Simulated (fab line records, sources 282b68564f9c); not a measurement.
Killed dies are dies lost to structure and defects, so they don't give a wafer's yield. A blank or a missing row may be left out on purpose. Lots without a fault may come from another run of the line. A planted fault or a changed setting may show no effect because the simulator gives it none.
fab line records | flow rit_cmos
record lots=5 wafers=15 last_day=6
route steps=202 shown PWELL@44 WELLDRIVE@50 NWELL@51 NRETRO@53 PRETRO@64 GATE@75 M1@202
lots that met no fault: from a run of the same line without faults
start_h: hours from the record's first day to the start of the lot's first wafer shown | wait_h: hours since the lot's step before | " the same as in the row above | L1.1+2: a row that stands for several wafers | - no value, or no start given | * or withheld: withheld | < > ~ a bound
route shown NAME@n: a module of which the file shows steps, and the number in the route of the first | usual: mean/standard deviation of fault-free wafers | same: alike in all rows | chamber/n: place in a boat | sites: the reading at each site | _std_site: their standard deviation | _edge_site: outer sites' mean less inner sites' | radius_mm: how far each site lies from the wafer's centre | mask NAME#n: copy n | behind: the tool/chamber that last shaped the wafer | hold: why the lot was held/for how many hours/how that ended | device: the transistor (n, p or np) that didn't switch | end of line: the same wafers' tests at the end of the route | a step without rows: its recipe alone | killed: dies lost to structure and defects at the first sort, not the wafer's yield | map: a wafer's dies, x killed, . not, _ none there
set.NAME: the setting as run; set.NAME@STEP: as run at that earlier step | model.NAME: the simulator's own value behind a step, which no gauge read
lots at some steps of the route; a table a step, a row a wafer
services: from which hour (start_h, from the record's first day; less than 0 if before it) a tool's chamber was out of use, for how many hours, and why
## steps
# step RIT_PWELL_DEVELOP_05
# recipe resist=NOVOLAK develop_time_s=68 dev_temp_c=23
# step RIT_PWELL_OVL_MEAS_06
# usual PWELL_OVL=-0.6/1.5
# columns lot.wafer tool chamber start_h wait_h PWELL_OVL[nm]
L705.1 overlay-01 - 45.30 - 0.6
L705.4 " - " " -0.7
L705.5 " - " " 1.9
L711.1 overlay-01 - 71.91 - 0.0
L711.5 " - " " -0.3
L711.6 " - " " -0.6
L713.3 overlay-02 - 78.89 - 0.6
L713.4 " - " " -1.4
L713.6 " - " " -0.5
L714.1 overlay-02 - 85.50 - 1.1
L714.4 " - " " 1.5
L714.6 " - " " 0.2
L719.3 overlay-02 - 108.61 - -0.2
L719.4 " - " " 1.8
L719.6 " - " " 0.1
# step RIT_PWELL_HARDBAKE_07
# recipe resist=NOVOLAK temp_c=140 time_s=120
# step RIT_PWELL_IMPLANT_08
# recipe species=B energy_kev=170 dose_cm2=7e+13 tilt_deg=7
# step RIT_PWELL_STRIP_09
# recipe chemistry=O2 time_s=180 resist=NOVOLAK platen_temp_c=withheld power_w=500 pressure_mtorr=4000 o2_flow_sccm=4000
# usual chamber_pressure_mTorr=4000/3.6 drypump_motor_current_A=5.85/0.22
# columns lot.wafer tool chamber start_h wait_h chamber_pressure_mTorr drypump_motor_current_A rf_hours_counter_h
L705.1 plasma_asher-03 0 45.74 0.1 3999 5.66 41
L705.4 " 0 " " 4003 5.66 -
L705.5 " 0 " " 4000 5.64 -
L711.1 plasma_asher-01 0 72.34 0.1 4000 5.65 42
L711.5 " 0 " " 3997 5.66 -
L711.6 " 1 " " 4000 5.69 -
L713.3 plasma_asher-01 0 79.37 0.1 4001 5.64 -
L713.4 " 1 " " 3995 5.71 -
L713.6 " 1 " " 3998 5.74 -
L714.1 plasma_asher-03 1 86.14 0.1 4007 5.74 46
L714.4 " 0 " " 4000 5.65 -
L714.6 " 1 " " 3997 5.73 -
L719.3 plasma_asher-03 1 109.10 0.1 3994 5.73 -
L719.4 " 0 " " 3999 5.68 -
L719.6 " 0 " " 4000 5.67 -
# step RIT_PWELL_TW_MEAS_10
# usual PWELL_TW=946/3.8
# columns lot.wafer tool chamber start_h wait_h PWELL_TW
L705.1 film_metro-03 - 45.92 0.1 938
L705.4 " - " " 941
L705.5 " - " " 939
L711.1 film_metro-03 - 72.52 0.1 939
L711.5 " - " " 942
L711.6 " - " " 937
L713.3 film_metro-02 - 79.51 0.1 954
L713.4 " - " " 950
L713.6 " - " " 946
L714.1 film_metro-01 - 86.31 0.1 947
L714.4 " - " " 945
L714.6 " - " " 947
L719.3 film_metro-02 - 109.23 0.1 945
L719.4 " - " " 953
L719.6 " - " " 944
# step RIT_WELLDRIVE_ANNEAL_00
# recipe temp_c=1100 time_s=14700 ambient=N2
# step RIT_WELLDRIVE_RS_MEAS_01
# recipe thk_meas_gauge=four-point-probe
# usual NWELL_RS=275.3/0.77
# columns lot.wafer tool chamber start_h wait_h NWELL_RS[ohm/sq]
L705.1 film_metro-02 - 51.06 0.0 276.3
L705.4 " - " " 277.0
L705.5 " - " " 277.4
L711.1 film_metro-02 - 78.59 0.0 274.7
L711.5 " - " " 275.0
L711.6 " - " " 275.9
L713.3 film_metro-01 - 85.03 0.0 275.0
L713.4 " - " " 276.0
L713.6 " - " " 275.5
L714.1 film_metro-02 - 92.14 0.0 276.0
L714.4 " - " " 276.3
L714.6 " - " " 274.8
L719.3 film_metro-01 - 114.62 0.0 273.9
L719.4 " - " " 274.6
L719.6 " - " " 273.8
# step RIT_WELLDRIVE_RS_MEAS_02
# recipe thk_meas_gauge=four-point-probe
# usual PWELL_RS=429.8/1.1
# columns lot.wafer tool chamber start_h wait_h PWELL_RS[ohm/sq]
L705.1 film_metro-02 - 51.18 0.1 429.9
L705.4 " - " " 429.5
L705.5 " - " " 430.1
L711.1 film_metro-02 - 78.71 0.1 429.2
L711.5 " - " " 429.6
L711.6 " - " " 429.6
L713.3 film_metro-01 - 85.15 0.1 429.0
L713.4 " - " " 429.1
L713.6 " - " " 429.4
L714.1 film_metro-02 - 92.26 0.1 429.2
L714.4 " - " " 429.3
L714.6 " - " " 430.9
L719.3 film_metro-01 - 114.74 0.1 432.1
L719.4 " - " " 430.4
L719.6 " - " " 431.4
# step RIT_NRETRO_HMDS_00
# recipe prime_time_s=60 prime_temp_c=140
# step RIT_NRETRO_COAT_01
# recipe resist=NOVOLAK spin_rpm=2000 resist_thk_nm=1300
# step RIT_NRETRO_SOFTBAKE_02
# recipe resist=NOVOLAK temp_c=90 time_s=60
# step RIT_NRETRO_EXPOSE_03
# recipe mask_id=M4 na=0.57 target_cd_nm=43900 dose_mj=250
# columns lot.wafer tool chamber start_h wait_h mask
L705.1+4+5 iline_stepper-02 0 51.87 0.2 M5#0
L711.1+5+6 iline_stepper-01 0 79.41 0.2 M4#0
L713.3+4+6 iline_stepper-01 0 85.84 0.2 M4#0
L714.1+4+6 iline_stepper-01 0 92.83 0.1 M4#0
L719.3+4+6 iline_stepper-02 0 115.31 0.1 M4#0
# step RIT_NRETRO_PEB_04
# recipe resist=NOVOLAK temp_c=withheld time_s=withheld
# step RIT_NRETRO_DEVELOP_05
# recipe resist=NOVOLAK develop_time_s=68 dev_temp_c=23
# step RIT_NRETRO_OVL_MEAS_06
# usual NRETRO_OVL=-0.8/1.4
# columns lot.wafer tool chamber start_h wait_h NRETRO_OVL[nm]
L705.1 overlay-01 - 52.36 - -
L705.4 " - " " -
L705.5 " - " " -
L711.1 overlay-01 - 79.84 - -0.5
L711.5 " - " " -1.8
L711.6 " - " " -1.6
L713.3 overlay-01 - 86.25 - -0.2
L713.4 " - " " -1.1
L713.6 " - " " -1.3
L714.1 overlay-01 - 93.26 - -1.8
L714.4 " - " " -0.7
L714.6 " - " " -0.5
L719.3 overlay-02 - 115.71 - -1.8
L719.4 " - " " 0.7
L719.6 " - " " -0.4
# step RIT_NRETRO_HARDBAKE_07
# recipe resist=NOVOLAK temp_c=140 time_s=120
# step RIT_NRETRO_IMPLANT_08
# recipe species=P energy_kev=70 dose_cm2=1e+13 tilt_deg=7
# step RIT_NRETRO_STRIP_09
# recipe chemistry=O2 time_s=180 resist=NOVOLAK platen_temp_c=withheld power_w=500 pressure_mtorr=4000 o2_flow_sccm=4000
# usual chamber_pressure_mTorr=4000/3.7 drypump_motor_current_A=5.60/0.21
# columns lot.wafer tool chamber start_h wait_h chamber_pressure_mTorr drypump_motor_current_A rf_hours_counter_h
L705.1 plasma_asher-03 1 52.80 0.1 4006 5.72 42
L705.4 " 0 " " 4003 5.70 -
L705.5 " 0 " " 4001 5.68 -
L711.1 plasma_asher-03 0 80.27 0.1 4001 5.66 45
L711.5 " 1 " " 4001 5.72 -
L711.6 " 0 " " 4000 5.64 -
L713.3 plasma_asher-01 0 86.76 0.1 3998 5.64 -
L713.4 " 1 " " 4010 5.71 -
L713.6 " 0 " " 4001 5.64 -
L714.1 plasma_asher-03 1 93.69 0.1 4007 5.71 47
L714.4 " 1 " " 3993 5.71 -
L714.6 " 0 " " 4001 5.67 -
L719.3 plasma_asher-04 0 116.19 0.1 3999 5.71 -
L719.4 " 1 " " 3999 5.15 -
L719.6 " 0 " " 3998 5.71 -
# step RIT_NRETRO_TW_MEAS_10
# usual NRETRO_TW=1043/4.7
# columns lot.wafer tool chamber start_h wait_h NRETRO_TW
L705.1 film_metro-03 - 52.97 0.1 30
L705.4 " - " " 30
L705.5 " - " " 30
L711.1 film_metro-03 - 80.45 0.1 1039
L711.5 " - " " 1032
L711.6 " - " " 1035
L713.3 film_metro-04 - 86.90 0.1 1037
L713.4 " - " " 1039
L713.6 " - " " 1040
L714.1 film_metro-04 - 93.87 0.1 1043
L714.4 " - " " 1040
L714.6 " - " " 1037
L719.3 film_metro-04 - 116.33 0.1 1043
L719.4 " - " " 1041
L719.6 " - " " 1044
# step RIT_PRETRO_HMDS_00
# recipe prime_time_s=60 prime_temp_c=140
# step RIT_PRETRO_COAT_01
# recipe resist=NOVOLAK spin_rpm=2000 resist_thk_nm=1300
# step RIT_PRETRO_SOFTBAKE_02
# recipe resist=NOVOLAK temp_c=90 time_s=60
# step RIT_PRETRO_EXPOSE_03
# recipe mask_id=M5 na=0.57 target_cd_nm=43700 dose_mj=250
# step RIT_PRETRO_PEB_04
# recipe resist=NOVOLAK temp_c=withheld time_s=withheld
# step RIT_PRETRO_DEVELOP_05
# recipe resist=NOVOLAK develop_time_s=68 dev_temp_c=23
# step RIT_PRETRO_OVL_MEAS_06
# usual PRETRO_OVL=0.1/1.3
# columns lot.wafer tool chamber start_h wait_h PRETRO_OVL[nm]
L705.1 overlay-02 - 54.10 - 0.0
L705.4 " - " " 0.4
L705.5 " - " " -0.9
L711.1 overlay-01 - 81.63 - -2.1
L711.5 " - " " -0.7
L711.6 " - " " -1.9
L713.3 overlay-02 - 87.95 - -1.2
L713.4 " - " " -0.2
L713.6 " - " " -0.5
L714.1 overlay-01 - 94.93 - 1.7
L714.4 " - " " 1.8
L714.6 " - " " 0.2
L719.3 overlay-02 - 117.39 - -1.5
L719.4 " - " " -1.5
L719.6 " - " " -2.6
# step RIT_PRETRO_HARDBAKE_07
# recipe resist=NOVOLAK temp_c=140 time_s=120
# step RIT_PRETRO_IMPLANT_08
# recipe species=B energy_kev=45 dose_cm2=1.2e+13 tilt_deg=7
# step RIT_PRETRO_STRIP_09
# recipe chemistry=O2 time_s=180 resist=NOVOLAK platen_temp_c=withheld power_w=500 pressure_mtorr=4000 o2_flow_sccm=4000
# usual chamber_pressure_mTorr=4000/3.9 drypump_motor_current_A=5.8/0.35
# columns lot.wafer tool chamber start_h wait_h chamber_pressure_mTorr drypump_motor_current_A rf_hours_counter_h
L705.1 plasma_asher-04 1 54.54 0.1 4002 5.2 41
L705.4 " 0 " " 3993 5.7 -
L705.5 " 1 " " 3997 5.2 -
L711.1 plasma_asher-02 1 82.06 0.1 3996 5.9 28
L711.5 " 1 " " 4001 5.9 -
L711.6 " 0 " " 3993 6.2 -
L713.3 plasma_asher-02 0 88.44 0.1 4001 6.2 -
L713.4 " 1 " " 3995 6.0 -
L713.6 " 1 " " 3991 6.0 -
L714.1 plasma_asher-04 1 95.37 0.1 4005 5.2 45
L714.4 " 0 " " 4006 5.7 -
L714.6 " 0 " " 3994 5.7 -
L719.3 plasma_asher-01 0 117.87 0.1 4003 5.7 -
L719.4 " 1 " " 4003 5.7 -
L719.6 " 1 " " 3999 5.7 -
# step RIT_PRETRO_TW_MEAS_10
# usual PRETRO_TW=473.3/2.2
# columns lot.wafer tool chamber start_h wait_h PRETRO_TW
L705.1 film_metro-01 - 54.71 0.1 1073.4
L705.4 " - " " 1073.1
L705.5 " - " " 1075.6
L711.1 film_metro-02 - 82.24 0.1 474.2
L711.5 " - " " 471.5
L711.6 " - " " 474.6
L713.3 film_metro-04 - 88.57 0.1 470.8
L713.4 " - " " 470.1
L713.6 " - " " 470.3
L714.1 film_metro-04 - 95.54 0.1 470.5
L714.4 " - " " 472.0
L714.6 " - " " 471.4
L719.3 film_metro-01 - 118.00 0.1 470.3
L719.4 " - " " 473.6
L719.6 " - " " 473.7
# step RIT_GATE_WET_ETCH_00
# recipe chemistry=BOE target=SiO2 target_depth_nm=56 time_s=60 dry=n2_spin dilution=10:1 temp_c=21.5
# step RIT_M1_PROBE_99
# usual killed_at_contacts=0.1/0.31 killed_at_front_end=7/3 killed_dies=7/3 killed_on_rim=2.0/1.3 killed_open=3.8/2.1 killed_short=3.6/1.9
# same gross_dies=264 killed_at_M0_to_M3=0 killed_at_M4_up=0 killed_at_back_side=0 killed_at_other=0
# columns lot.wafer tool chamber start_h wait_h killed_at_contacts killed_at_front_end killed_dies killed_on_rim killed_open killed_short
L705.1 prober-02 - 84.13 0.1 0 264 264 70 5 7
L705.4 prober-02 - 84.28 0.2 0 264 264 70 3 2
L705.5 prober-02 - 84.33 0.2 0 264 264 70 3 6
L713.3 prober-02 - 116.98 0.2 0 9 9 4 6 3
L713.4 prober-02 - 117.03 0.2 0 4 4 2 1 3
L713.6 prober-02 - 117.13 0.2 0 9 9 1 6 3
L714.1 prober-01 - 125.09 0.1 0 7 7 2 5 2
L714.4 prober-01 - 125.24 0.2 0 11 11 2 4 7
L714.6 prober-01 - 125.34 0.2 0 6 6 2 4 2
L719.3 prober-02 - 144.86 0.2 0 5 5 2 2 3
L719.4 prober-02 - 144.91 0.2 1 10 11 4 5 6
L719.6 prober-02 - 145.01 0.2 0 11 11 2 2 9
# killed by level:class
L705.1 NRETRO:area_expose=252 SPACER:geometric_particle:short=5 REOX:geometric_particle:open=3 FOX2:geometric_particle:open=1 FOX2:geometric_particle:short=1 REOX:geometric_particle:short=1 SPACER:geometric_particle:open=1
L705.4 NRETRO:area_expose=259 FOX1:geometric_particle:open=1 GATE:geometric_particle:short=1 GATE:geometric_particle:open=1 REOX:geometric_particle:open=1 SPACER:geometric_particle:short=1
L705.5 NRETRO:area_expose=255 GATE:geometric_particle:short=4 FOX1:geometric_particle:open=1 FOX2:geometric_particle:short=1 GATE:geometric_particle:open=1 SPACER:geometric_particle:open=1 SPACER:geometric_particle:short=1
L713.3 SILICIDE:geometric_particle:short=3 GATE:geometric_particle:open=2 SILICIDE:geometric_particle:open=2 REOX:geometric_particle:open=1 SPACER:geometric_particle:open=1
L713.4 GATE:geometric_particle:short=1 GATE:geometric_particle:open=1 SPACER:geometric_particle:short=1 SILICIDE:geometric_particle:short=1
L713.6 FOX2:geometric_particle:open=2 SILICIDE:geometric_particle:open=2 FOX1:geometric_particle:open=1 FOX2:geometric_particle:short=1 GATE:geometric_particle:short=1 GATE:geometric_particle:open=1 SPACER:geometric_particle:short=1
L714.1 GATE:geometric_particle:open=3 REOX:geometric_particle:short=1 SPACER:geometric_particle:short=1 SPACER:geometric_particle:open=1 SILICIDE:geometric_particle:open=1
L714.4 GATE:geometric_particle:short=5 GATE:geometric_particle:open=3 FOX1:geometric_particle:open=1 FOX1:geometric_particle:short=1 REOX:geometric_particle:short=1
L714.6 GATE:geometric_particle:open=2 GATE:geometric_particle:short=2 FOX2:geometric_particle:open=1 SPACER:geometric_particle:open=1
L719.3 FOX1:geometric_particle:short=1 GATE:geometric_particle:short=1 GATE:geometric_particle:open=1 SPACER:geometric_particle:short=1 SILICIDE:geometric_particle:open=1
L719.4 REOX:geometric_particle:short=3 FOX1:geometric_particle:open=2 FOX2:geometric_particle:open=2 GATE:geometric_particle:short=2 REOX:geometric_particle:open=1 CONTACT:geometric_particle:short=1
L719.6 REOX:geometric_particle:short=3 GATE:geometric_particle:short=2 GATE:geometric_particle:open=2 SILICIDE:geometric_particle:short=2 FOX1:geometric_particle:short=1 SPACER:geometric_particle:short=1
# map L705.1 (x killed, . not)
________xxxxxxx_______
_____xxxxxxxxxxxxx____
____xxxxxxxxxxxxxxx___
___xxxxxxxxxxxxxxxxx__
__xxxxxxxxxxxxxxxxxxx_
__xxxxxxxxxxxxxxxxxxx_
_xxxxxxxxxxxxxxxxxxxxx
_xxxxxxxxxxxxxxxxxxxxx
_xxxxxxxxxxxxxxxxxxxxx
_xxxxxxxxxxxxxxxxxxxxx
__xxxxxxxxxxxxxxxxxxx_
__xxxxxxxxxxxxxxxxxxx_
___xxxxxxxxxxxxxxxxx__
____xxxxxxxxxxxxxxx___
_____xxxxxxxxxxxxx____
________xxxxxxx_______
# map L719.4 (x killed, . not)
________......._______
_____x...x........____
____x..............___
___.................__
__...x.............x._
__................x.._
_.............x.......
_.....................
_.........x...........
_.....................
__..................._
__.....x............._
___..........x......__
____...............___
_____.............____
________...x..._______
## services
# columns tool chamber start_h hours kind
iline_stepper-01 - 28.25 6.2 repair
iline_stepper-01 - 60.26 1.7 pm
plasma_asher-04 - 63.69 2.8 pm
iline_stepper-02 0 74.10 - calibration
plasma_asher-01 - 89.30 3.2 repair
plasma_asher-01 - 108.80 9.0 pm
plasma_asher-01 0 108.80 9.0 vent_cycle
plasma_asher-01 1 108.80 9.0 vent_cycle
plasma_asher-01 0 117.80 - clean
plasma_asher-01 1 117.80 - clean
## key
first_sign step=RIT_NRETRO_EXPOSE_03 reading=mask direction=changed
effect step=RIT_NRETRO_OVL_MEAS_06 reading=NRETRO_OVL direction=missing
effect step=RIT_NRETRO_TW_MEAS_10 reading=NRETRO_TW direction=down sigmas=99+ usual=1043 struck=30
effect step=RIT_PRETRO_TW_MEAS_10 reading=PRETRO_TW direction=up sigmas=99+ usual=473.3 struck=1074.0
effect step=RIT_M1_PROBE_99 reading=killed_at_front_end direction=up sigmas=85 usual=7 struck=264
more_kills_born_at RIT_NRETRO_EXPOSE_03@iline_stepper-02=766
met_at RIT_NRETRO_EXPOSE_03
struck_wafers L705.1,L705.4,L705.5
tester_left_out L705
fault kind=wrong_mask tool=any chamber=- onset_h=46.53 steps=RIT_NRETRO_EXPOSE_03 aux_copy=M5#0 scope=struck_lots_only
# tester_left_out: of these lots the tester's yield and bins aren't shown, on N5 and GAA mostly nor the transistor test; their killed dies are dies lost to structure and defects alone, not to doping, threshold or leakage, so they don't give the yield
